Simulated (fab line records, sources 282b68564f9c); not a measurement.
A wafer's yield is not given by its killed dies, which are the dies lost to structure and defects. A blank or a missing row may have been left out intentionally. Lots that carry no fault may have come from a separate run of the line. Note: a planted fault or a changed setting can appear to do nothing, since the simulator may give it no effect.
fab line records -- flow rit_cmos
record lots=7, wafers=21, last_day=6
route steps=202 shown ACTIVE@1
lots that met no fault: taken from a fault-free run of the same line
start_h: hours from the record's opening day to when the first of the lot's shown wafers began -- wait_h: hours since the lot's step before -- " unchanged from the row above -- L1.1+2: several wafers, shown together as one row -- - no value, or no start given -- * or withheld: withheld -- < > ~ a bound
route shown NAME@n: a module of which the file shows steps, and the number in the route of the first -- usual: mean/standard deviation of fault-free wafers -- same: alike in all rows -- chamber/n: place in a boat -- sites: readings site by site -- _std_site: their standard deviation -- _edge_site: the outer-site mean with the inner-site mean subtracted -- radius_mm: for every site, how far away it sits from the centre of the wafer -- mask NAME#n: copy n -- behind: the tool/chamber that last shaped the wafer -- hold: reason for holding the lot/hours on hold/outcome of the hold -- device: transistor that didn't switch, given as n, p or np -- end of line: the same wafers' tests at the end of the route -- for a step that has no rows: nothing shown but its recipe -- killed: at the first sort, the dies lost to defects and structure; wafer yield is something else -- map: a wafer's dies, x killed, . not, _ none there
set.NAME: setting as actually run; set.NAME@STEP: the setting as run at that earlier step -- model.NAME: the simulator's own value behind a step, which no gauge read
lots at selected steps of the route; one table per step, one row per wafer
services: from which hour (start_h, from the record's first day; less than 0 if before it) a tool's chamber was out of use, for how many hours, and why
## steps
# step RIT_ACTIVE_BOW_MEAS_00
# recipe mode=bow
# usual INCOMING_BOW=0/6.2
lot.wafer,tool,chamber,start_h,wait_h,INCOMING_BOW[um]
L444.1,film_metro-02,-,20.00,-,-15
L444.3,film_metro-02,-,20.00,-,-3
L444.6,film_metro-02,-,20.00,-,4
L449.3,film_metro-01,-,45.04,-,5
L449.4,film_metro-01,-,45.04,-,-1
L449.5,film_metro-01,-,45.04,-,8
L450.1,film_metro-03,-,50.00,-,1
L450.2,film_metro-03,-,50.00,-,7
L450.4,film_metro-03,-,50.00,-,11
L451.3,film_metro-01,-,55.04,-,4
L451.4,film_metro-01,-,55.04,-,-4
L451.5,film_metro-01,-,55.04,-,-2
L455.1,film_metro-02,-,75.00,-,2
L455.4,film_metro-02,-,75.00,-,3
L455.5,film_metro-02,-,75.00,-,3
L456.1,film_metro-01,-,80.00,-,-3
L456.3,film_metro-01,-,80.00,-,-5
L456.6,film_metro-01,-,80.00,-,2
L461.4,film_metro-01,-,105.06,-,0
L461.5,film_metro-01,-,105.06,-,-1
L461.6,film_metro-01,-,105.06,-,4
# step RIT_ACTIVE_OXIDATION_01
# recipe temp_c=1000, ambient=O2, target_thk_a=468, ox_time_s=3360
# step RIT_ACTIVE_THK_MEAS_02
# recipe reads=SiO2_of_ACTIVE_OXIDATION_01
# usual ACTIVE_OXIDE_THK=46.9/0.87
lot.wafer,tool,chamber,start_h,wait_h,ACTIVE_OXIDE_THK[nm]
L444.1,film_metro-03,-,24.92,0.0,46.1
L444.3,film_metro-03,-,24.92,0.0,45.5
L444.6,film_metro-03,-,24.92,0.0,46.1
L449.3,film_metro-02,-,47.07,0.0,47.8
L449.4,film_metro-02,-,47.07,0.0,48.0
L449.5,film_metro-02,-,47.07,0.0,48.0
L450.1,film_metro-03,-,52.37,0.0,47.5
L450.2,film_metro-03,-,52.37,0.0,46.5
L450.4,film_metro-03,-,52.37,0.0,46.9
L451.3,film_metro-01,-,57.07,0.0,47.0
L451.4,film_metro-01,-,57.07,0.0,47.0
L451.5,film_metro-01,-,57.07,0.0,47.8
L455.1,film_metro-01,-,77.05,0.0,47.2
L455.4,film_metro-01,-,77.05,0.0,46.1
L455.5,film_metro-01,-,77.05,0.0,46.3
L456.1,film_metro-03,-,82.05,0.0,46.1
L456.3,film_metro-03,-,82.05,0.0,46.2
L456.6,film_metro-03,-,82.05,0.0,46.5
L461.4,film_metro-03,-,107.08,0.0,46.3
L461.5,film_metro-03,-,107.08,0.0,46.8
L461.6,film_metro-03,-,107.08,0.0,45.9
# step RIT_ACTIVE_CVD_03
# recipe material=Si3N4, target_thk_nm=150, temp_c=810, precursor=SiH2Cl2/NH3, time_s=1500, pressure_mtorr=300, sih2cl2_flow_sccm=60, nh3_flow_sccm=150
# step RIT_ACTIVE_THK_MEAS_04
# recipe reads=Si3N4_of_ACTIVE_CVD_03
# usual ACTIVE_NITRIDE_THK=150.1/1.2
lot.wafer,tool,chamber,start_h,wait_h,ACTIVE_NITRIDE_THK[nm]
L444.1,film_metro-01,-,26.39,0.0,148.7
L444.3,film_metro-01,-,26.39,0.0,149.4
L444.6,film_metro-01,-,26.39,0.0,147.9
L449.3,film_metro-03,-,48.55,0.0,150.5
L449.4,film_metro-03,-,48.55,0.0,149.9
L449.5,film_metro-03,-,48.55,0.0,151.3
L450.1,film_metro-03,-,53.84,0.0,148.2
L450.2,film_metro-03,-,53.84,0.0,147.9
L450.4,film_metro-03,-,53.84,0.0,149.9
L451.3,film_metro-02,-,58.55,0.0,150.0
L451.4,film_metro-02,-,58.55,0.0,151.1
L451.5,film_metro-02,-,58.55,0.0,150.4
L455.1,film_metro-02,-,78.53,0.0,151.5
L455.4,film_metro-02,-,78.53,0.0,150.1
L455.5,film_metro-02,-,78.53,0.0,149.7
L456.1,film_metro-02,-,83.53,0.0,149.4
L456.3,film_metro-02,-,83.53,0.0,149.4
L456.6,film_metro-02,-,83.53,0.0,149.5
L461.4,film_metro-02,-,108.56,0.0,151.6
L461.5,film_metro-02,-,108.56,0.0,151.9
L461.6,film_metro-02,-,108.56,0.0,149.5
# step RIT_ACTIVE_HMDS_05
# recipe prime_time_s=60, prime_temp_c=140
# step RIT_ACTIVE_COAT_06
# recipe resist=NOVOLAK, spin_rpm=3250, resist_thk_nm=1000
# step RIT_ACTIVE_SOFTBAKE_07
# recipe resist=NOVOLAK, temp_c=90, time_s=60
# step RIT_ACTIVE_EXPOSE_08
# recipe mask_id=M1, na=0.6, source_shape=conventional, sigma_outer=0.6, target_cd_nm=1400, dose_mj=225
# usual exposure_dose_mJ_cm2=224.95/0.27, focus_offset_nm=0.1/0.55
lot.wafer,tool,chamber,start_h,wait_h,mask,exposure_dose_mJ_cm2,focus_offset_nm
L444.1,iline_stepper-01,0,26.90,0.1,M1#0,224.96,-0.5
L444.3,iline_stepper-01,0,26.90,0.1,M1#0,225.15,0.3
L444.6,iline_stepper-01,0,26.90,0.1,M1#0,224.62,0.2
L449.3,iline_stepper-02,-,49.08,0.1,M1#0,-,-
L449.4,iline_stepper-02,-,49.08,0.1,M1#0,-,-
L449.5,iline_stepper-02,-,49.08,0.1,M1#0,-,-
L450.1,iline_stepper-01,-,54.48,0.2,M1#0,-,-
L450.2,iline_stepper-01,-,54.48,0.2,M1#0,-,-
L450.4,iline_stepper-01,-,54.48,0.2,M1#0,-,-
L451.3,iline_stepper-01,-,59.08,0.1,M1#0,-,-
L451.4,iline_stepper-01,-,59.08,0.1,M1#0,-,-
L451.5,iline_stepper-01,-,59.08,0.1,M1#0,-,-
L455.1,iline_stepper-02,0,79.04,0.1,M1#0,224.93,0.2
L455.4,iline_stepper-02,0,79.04,0.1,M1#0,225.01,-0.3
L455.5,iline_stepper-02,0,79.04,0.1,M1#0,225.26,-0.3
L456.1,iline_stepper-02,0,84.04,0.1,M1#0,224.76,0.5
L456.3,iline_stepper-02,0,84.04,0.1,M1#0,224.55,-0.1
L456.6,iline_stepper-02,0,84.04,0.1,M1#0,224.90,0.4
L461.4,iline_stepper-01,0,109.10,0.1,M1#0,224.52,-0.8
L461.5,iline_stepper-01,0,109.10,0.1,M1#0,224.70,0.4
L461.6,iline_stepper-01,0,109.10,0.1,M1#0,224.91,0.0
# step RIT_ACTIVE_PEB_09
# recipe resist=NOVOLAK, temp_c=withheld, time_s=withheld
## services
tool,chamber,start_h,hours,kind
iline_stepper-01,-,44.04,4.4,pm
iline_stepper-02,-,50.04,5.8,repair
iline_stepper-02,0,62.32,-,calibration
iline_stepper-01,0,107.33,-,calibration
## key
first_sign step=RIT_ACTIVE_EXPOSE_08, reading=tool_record, direction=missing
effect none on later readings
met_at RIT_ACTIVE_EXPOSE_08
struck_wafers L449.3,L449.4,L449.5,L450.1,L450.2,L450.4,L451.3,L451.4,L451.5
later_rows_left_out L449.3,L449.4,L449.5,L450.1,L450.2,L450.4,L451.3,L451.4,L451.5
sort_left_out L449.3,L449.4,L449.5,L450.1,L450.2,L450.4,L451.3,L451.4,L451.5
tester_left_out L449,L450,L451
onset_between 26.90 49.08
fault kind=skipped_step_whole, tool=iline_stepper-01,iline_stepper-02, chamber=-, onset_h=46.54, steps=RIT_ACTIVE_EXPOSE_08, scope=struck_lots_only
# tester_left_out: of these lots the tester's yield and bins aren't shown, on N5 and GAA mostly nor the transistor test; their killed dies are dies lost to structure and defects alone, not to doping, threshold or leakage, so they don't give the yield
# sort_left_out: the simulated sort isn't trusted on such a fault, so these wafers' sort isn't shown, and their yield isn't known
# later_rows_left_out: the simulator's readings of these wafers behind a module that went badly wrong aren't trusted and aren't shown, but for the sort
